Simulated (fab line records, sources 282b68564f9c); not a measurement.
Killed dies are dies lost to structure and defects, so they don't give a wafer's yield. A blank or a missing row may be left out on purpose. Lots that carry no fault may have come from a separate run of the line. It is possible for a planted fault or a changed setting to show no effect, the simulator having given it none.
Struck lot and sound lot, side by side | flow rit-cmos | 17 steps out of a route of 202
Sound: these wafers, L334.4, L334.5, L334.6. The struck wafers were L337.1, L337.4, L337.5. The cause is given at the end.
Per side, at each step with rows, come the tool, then ch with its chambers, and then its first start. Under that, the readings that differ: sound wafers | struck wafers | difference of the means | sigmas: that difference in standard deviations of wafers without a fault.
alike: readings whose means differ by less than 2 such deviations, and words and numbers that are the same on both sides. not compared: withheld readings, readings that some wafer has no value for, bounds like >300 that may hide the same value, and numbers for which the record gives no deviation and whose values overlap.
A row with sigmas, a row that says differs or no value, or rows on one side alone: a step with any of these is where the two part. Numbers that have no deviation but don't overlap get no sigmas and don't part them. Lack of a reading on every wafer of one side parts them only where that side has two or more wafers.

first, 1 step without rows for these wafers: RIT_PSD_IMPLANT_08.
RIT_PSD_STRIP_09: strips in O2, time 180 s.
  sound on plasma-asher-04 ch 0,1, day 6 00:08; struck on plasma-asher-03 ch 0,1, day 6 14:16
  alike: drypump-motor-current-A
  not compared: rf-hours-counter-h
RIT_PSD_TW_MEAS_10:
  sound on film-metro-04, day 6 00:17; struck on film-metro-02, day 6 14:27
  alike: PSD_TW
then, 3 steps without rows for these wafers: RIT_SDANNEAL_CLEAN_00 (cleans in SC1, time 600 s); RIT_SDANNEAL_CLEAN_01 (cleans in dHF, time 30 s); RIT_SDANNEAL_CLEAN_02 (cleans in SC2, time 600 s).
RIT_SDANNEAL_RTA_03: time 5 s.
  sound on rtp-anneal-01 ch 0, day 6 00:43; struck on rtp-anneal-02 ch 0, day 6 14:52
  alike: wafer_temp_C_max
RIT_SDANNEAL_RS_MEAS_04: uses a four-point probe to measure.
  sound on film-metro-02, day 6 00:48; struck on film-metro-03, day 6 14:56
  alike: PSD_RS
RIT_SDANNEAL_RS_MEAS_05: uses a four-point probe to measure.
  sound on film-metro-02, day 6 00:55; struck on film-metro-03, day 6 15:03
  alike: NSD_RS
RIT_SDANNEAL_RS_MEAS_06: uses a four-point probe to measure.
  sound on film-metro-02, day 6 01:02; struck on film-metro-03, day 6 15:10
  alike: PLDD_RS
RIT_SDANNEAL_RS_MEAS_07: uses a four-point probe to measure.
  sound on film-metro-02, day 6 01:10; struck on film-metro-03, day 6 15:17
  alike: NLDD_RS
then, 1 step without rows for these wafers: RIT_SILICIDE_WET_ETCH_00 (etches SiO2 in BOE, target depth 14 nm, time 15 s).
RIT_SILICIDE_SPUTTER_01: material Ti, target thk 30 nm, time 240 s.
  sound on pvd-sputter-04, day 6 01:14; struck on pvd-sputter-02, day 6 15:26
  reading                                     | sound             | struck            | difference | sigmas
  model.Ti_of_SILICIDE_SPUTTER_01.thk-nm (nm) | 31.89 31.71 31.76 | 37.88 37.66 38.16 | +6.11      |
  alike: cathode-dc-power-W, throttle-valve-pct
RIT_SILICIDE_RS_MEAS_02: uses a four-point probe to measure.
  sound on film-metro-01, day 6 01:26; struck on film-metro-04, day 6 15:35
  reading                 | sound          | struck         | difference | sigmas
  SILICIDE_TI_RS (ohm/sq) | 44.4 44.7 44.5 | 35.8 36.0 35.5 | -8.8       | -15
RIT_SILICIDE_THK_MEAS_03: measures by xrf.
  sound on film-metro-01, day 6 01:32; struck on film-metro-04, day 6 15:42
  reading              | sound          | struck         | difference | sigmas
  SILICIDE_TI_THK (nm) | 31.9 31.7 31.9 | 37.5 37.4 37.7 | +5.7       | +16
RIT_SILICIDE_RTA_04: time 10 s, ramp up 5 s, ramp down 5 s.
  sound on rtp-anneal-02 ch 0, day 6 01:36; struck on rtp-anneal-01 ch 0, day 6 15:46
  alike: wafer_temp_C_max
RIT_M1_PROBE_99:
  sound on prober-01, day 7 14:53; struck on prober-01, day 7 15:20
  reading                              | sound             | struck            | difference | sigmas
  model.etest.npoly-line.line-ohm-um   | 158.5 160.4 159.8 | 153.8 150.7 151.3 | -7.6       |
  model.etest.ppoly-line.line-ohm-um   | 156.2 155.4 154.3 | 147.4 145.9 147.5 | -8.4       |
  model.etest.contact-pplus.end-ohm-um | 47.05 46.46 45.92 | 54.95 54.62 55.95 | +8.70      |
  model.etest.contact-nplus.end-ohm-um | 44.63 43.87 44.88 | 53.87 52.79 53.52 | +8.93      |
  model.etest.ppoly-line.width-nm (nm) | 102.6 102.3 103   | 96.68 97.45 95.73 | -6.01      |
  model.etest.npoly-line.width-nm (nm) | 101.9 102.1 100.8 | 95.21 96.5 94.73  | -6.12      |
  model.etest.npoly-line.rs-ohm-sq     | 16.13 16.22 16.27 | 14.54 14.54 14.55 | -1.66      |
  model.etest.ppoly-line.rs-ohm-sq     | 15.74 15.75 15.75 | 14.24 14.24 14.09 | -1.56      |
  alike: killed-at-contacts, killed-at-front-end, killed-dies, killed-open, killed-short

## WHERE THEY PART
First at RIT_SILICIDE_RS_MEAS_02; last, within this record, at RIT_SILICIDE_THK_MEAS_03. Later steps at which nothing parts them and some readings are alike: RIT_SILICIDE_RTA_04, RIT_M1_PROBE_99.

WHY: what had been put in by the simulator
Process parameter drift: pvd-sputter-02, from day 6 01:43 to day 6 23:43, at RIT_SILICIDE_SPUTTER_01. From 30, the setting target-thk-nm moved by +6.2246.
